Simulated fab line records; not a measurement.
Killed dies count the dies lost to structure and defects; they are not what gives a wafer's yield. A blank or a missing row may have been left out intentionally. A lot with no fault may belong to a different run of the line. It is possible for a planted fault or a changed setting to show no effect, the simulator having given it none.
Split-lot experiment / flow rit cmos / 23 wafers read from 5 lots, route of 202 steps

## ON THE SPLIT
At RIT_PWELL_SOFTBAKE_02 (time 60 s), the setting temp c was moved away from the recipe's 90 C on 9 of the 23 wafers read, by -4.1% to -1.5%. The other wafers ran this setting at the recipe's value.

## FROM THE SPLIT TO THE READING: what the file shows between them, 2 steps
- RIT_PWELL_EXPOSE_03: exposes mask M3, target cd 43700 nm
- RIT_PWELL_PEB_04

## THE READING
NOVOLAK_of_PWELL_COAT_01.thk nm (the simulator's own value, which no gauge read), in nm, at RIT_PWELL_DEVELOP_05 (develop time 68 s). There is no usual value for it anywhere in the file. Average 1299 nm, standard deviation 3.6 nm, over the 14 wafers here run with the recipe.

wafer=L075.1; tool, chamber at the split=litho track-04, 0; temp c as run, C=90; against the recipe=recipe; NOVOLAK_of_PWELL_COAT_01.thk nm, nm=1295; against lot-mates on the recipe=-
wafer=L075.2; tool, chamber at the split=litho track-04, 0; temp c as run, C=90; against the recipe=recipe; NOVOLAK_of_PWELL_COAT_01.thk nm, nm=1296; against lot-mates on the recipe=-
wafer=L075.3; tool, chamber at the split=litho track-04, 0; temp c as run, C=90; against the recipe=recipe; NOVOLAK_of_PWELL_COAT_01.thk nm, nm=1297; against lot-mates on the recipe=-
wafer=L075.5; tool, chamber at the split=litho track-04, 0; temp c as run, C=90; against the recipe=recipe; NOVOLAK_of_PWELL_COAT_01.thk nm, nm=1299; against lot-mates on the recipe=-
wafer=L075.6; tool, chamber at the split=litho track-04, 0; temp c as run, C=90; against the recipe=recipe; NOVOLAK_of_PWELL_COAT_01.thk nm, nm=1301; against lot-mates on the recipe=-
wafer=L078.1; tool, chamber at the split=litho track-01, 0; temp c as run, C=90; against the recipe=recipe; NOVOLAK_of_PWELL_COAT_01.thk nm, nm=1295; against lot-mates on the recipe=-
wafer=L078.2; tool, chamber at the split=litho track-01, 0; temp c as run, C=88.69; against the recipe=-1.5%; NOVOLAK_of_PWELL_COAT_01.thk nm, nm=1300; against lot-mates on the recipe=+6
wafer=L078.4; tool, chamber at the split=litho track-01, 0; temp c as run, C=88.69; against the recipe=-1.5%; NOVOLAK_of_PWELL_COAT_01.thk nm, nm=1297; against lot-mates on the recipe=+4
wafer=L078.5; tool, chamber at the split=litho track-01, 0; temp c as run, C=88.69; against the recipe=-1.5%; NOVOLAK_of_PWELL_COAT_01.thk nm, nm=1299; against lot-mates on the recipe=+6
wafer=L078.6; tool, chamber at the split=litho track-01, 0; temp c as run, C=90; against the recipe=recipe; NOVOLAK_of_PWELL_COAT_01.thk nm, nm=1292; against lot-mates on the recipe=-
wafer=L081.2; tool, chamber at the split=litho track-02, 0; temp c as run, C=88.42; against the recipe=-1.8%; NOVOLAK_of_PWELL_COAT_01.thk nm, nm=1309; against lot-mates on the recipe=+6
wafer=L081.6; tool, chamber at the split=litho track-02, 0; temp c as run, C=88.42; against the recipe=-1.8%; NOVOLAK_of_PWELL_COAT_01.thk nm, nm=1309; against lot-mates on the recipe=+6
wafer=L081.3; tool, chamber at the split=litho track-02, 0; temp c as run, C=88.42; against the recipe=-1.8%; NOVOLAK_of_PWELL_COAT_01.thk nm, nm=1307; against lot-mates on the recipe=+4
wafer=L081.4; tool, chamber at the split=litho track-02, 0; temp c as run, C=90; against the recipe=recipe; NOVOLAK_of_PWELL_COAT_01.thk nm, nm=1304; against lot-mates on the recipe=-
wafer=L081.5; tool, chamber at the split=litho track-02, 0; temp c as run, C=90; against the recipe=recipe; NOVOLAK_of_PWELL_COAT_01.thk nm, nm=1302; against lot-mates on the recipe=-
wafer=L084.2; tool, chamber at the split=litho track-01, 0; temp c as run, C=90; against the recipe=recipe; NOVOLAK_of_PWELL_COAT_01.thk nm, nm=1303; against lot-mates on the recipe=-
wafer=L084.3; tool, chamber at the split=litho track-01, 0; temp c as run, C=90; against the recipe=recipe; NOVOLAK_of_PWELL_COAT_01.thk nm, nm=1304; against lot-mates on the recipe=-
wafer=L084.5; tool, chamber at the split=litho track-01, 0; temp c as run, C=90; against the recipe=recipe; NOVOLAK_of_PWELL_COAT_01.thk nm, nm=1298; against lot-mates on the recipe=-
wafer=L085.1; tool, chamber at the split=litho track-01, 0; temp c as run, C=86.33; against the recipe=-4.1%; NOVOLAK_of_PWELL_COAT_01.thk nm, nm=1312; against lot-mates on the recipe=+14
wafer=L085.2; tool, chamber at the split=litho track-01, 0; temp c as run, C=86.33; against the recipe=-4.1%; NOVOLAK_of_PWELL_COAT_01.thk nm, nm=1310; against lot-mates on the recipe=+12
wafer=L085.3; tool, chamber at the split=litho track-01, 0; temp c as run, C=86.33; against the recipe=-4.1%; NOVOLAK_of_PWELL_COAT_01.thk nm, nm=1310; against lot-mates on the recipe=+12
wafer=L085.5; tool, chamber at the split=litho track-01, 0; temp c as run, C=90; against the recipe=recipe; NOVOLAK_of_PWELL_COAT_01.thk nm, nm=1301; against lot-mates on the recipe=-
wafer=L085.6; tool, chamber at the split=litho track-01, 0; temp c as run, C=90; against the recipe=recipe; NOVOLAK_of_PWELL_COAT_01.thk nm, nm=1296; against lot-mates on the recipe=-

FIT RESULTS
A straight line over all 23 wafers: NOVOLAK_of_PWELL_COAT_01.thk nm changes by -3.01 nm for each +1% of temp c; r = -0.75; the points scatter about the line by 3.9 nm.
The same after taking each lot's own level away (the mean of its wafers on the recipe; 23 wafers): -3.02 nm for each +1%; r = -0.92; scatter 1.9 nm.
That fit puts the effect of the largest move of temp c on the reading at 12 nm.
Across the lots, their own levels run from 1293.5 to 1303.0 nm, a range of 2.6 times the standard deviation given above.
So the lot-to-lot level blurs the effect unless lot-mates are compared.
Check: +12 nm against its lot-mates is what the line predicts for one of the wafers moved furthest among these (-4.1%) when that wafer is left out of the fit. It came out at +13.5 nm against them.

## FURTHER SPLITS ON THESE WAFERS
These wafers also went through other splits before the reading. Each is held against what the fit with the lots' levels taken away leaves over:
other split on the same wafers=RIT_ACTIVE_COAT_06 spin rpm; wafers away from the commonest value=3; r with NOVOLAK_of_PWELL_COAT_01.thk nm (lot level and that fit taken away)=-0.08
other split on the same wafers=RIT_ACTIVE_SOFTBAKE_07 temp c; wafers away from the commonest value=8; r with NOVOLAK_of_PWELL_COAT_01.thk nm (lot level and that fit taken away)=+0.05
other split on the same wafers=RIT_FOX1_OXIDATION_00 temp c; wafers away from the commonest value=10; r with NOVOLAK_of_PWELL_COAT_01.thk nm (lot level and that fit taken away)=-0.09

## FILE'S OWN FIT
NOVOLAK_of_PWELL_COAT_01.thk nm changes by -2.97 nm for each +1% of temp c, r = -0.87.
